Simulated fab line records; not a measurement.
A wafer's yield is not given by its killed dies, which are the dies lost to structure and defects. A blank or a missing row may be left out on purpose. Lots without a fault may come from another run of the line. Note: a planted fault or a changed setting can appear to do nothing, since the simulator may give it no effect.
The same fault as seen by 2 desks | flow rit-cmos | only its own numbers are on each desk; what lay behind them is given at the end

FROM THE METROLOGY DESK
What the gauges read, lot by lot, whatever tool the lot ran on: means of the sampled wafers that have a number. Marked OUT: a lot whose mean sits more than 4 standard deviations from the usual mean, which makes it out of limits; the brackets give that distance.
Columns: A = INCOMING_BOW at RIT_ACTIVE_BOW_MEAS_00, usual 0 um; B = ACTIVE_OXIDE_THK at RIT_ACTIVE_THK_MEAS_02, usual 46.6 nm
lot  | first seen here | A   | B
L508 | day 1 15:00     | 1   | 46.6
L510 | day 2 01:00     | 2   | 47.2
L511 | day 2 06:00     | 4   | 45.9
L512 | day 2 11:00     | 1   | 46.4
L513 | day 2 16:00     | 2   | 47.3
L516 | day 3 07:02     | 4   | 46.4
L517 | day 3 12:01     | 5   | 46.2
L518 | day 3 17:02     | 1   | 46.3
L519 | day 3 22:01     | -11 | 46.2
L523 | day 4 18:01     | -2  | 46.1
L526 | day 5 09:00     | -4  | 45.4
L527 | day 5 14:01     | -3  | 47.5
L528 | day 5 19:00     | 5   | 46.3
L529 | day 6 00:01     | -1  | 45.9
L530 | day 6 05:01     | -3  | 45.5
Result from this desk: across the 15 lots, nothing is out of limits.

FOR THE TOOL OWNER'S DESK: litho-track-03
The tool's own readings at RIT_CONTACT_PEB_06: means of the sampled wafers that have a number, for each lot that ran on this tool. Marked OUT: a lot whose mean sits more than 4 standard deviations from the usual mean, which makes it out of limits; the brackets give that distance.
Columns: A = exhaust-pa at RIT_CONTACT_PEB_06, usual 44.9 Pa
lot  | first seen here | A
L508 | day 3 09:12     | 43.8
L510 | day 3 19:53     | 44.4
L513 | day 4 10:57     | 44.5
L528 | day 7 12:29     | 45.2
Result from this desk: across the 4 lots, nothing is out of limits.

PUT TOGETHER
From the metrology desk's view, nothing was out of limits.
Nothing out of limits was seen by the tool owner's desk.

WHAT WAS PUT IN BY THE SIMULATOR
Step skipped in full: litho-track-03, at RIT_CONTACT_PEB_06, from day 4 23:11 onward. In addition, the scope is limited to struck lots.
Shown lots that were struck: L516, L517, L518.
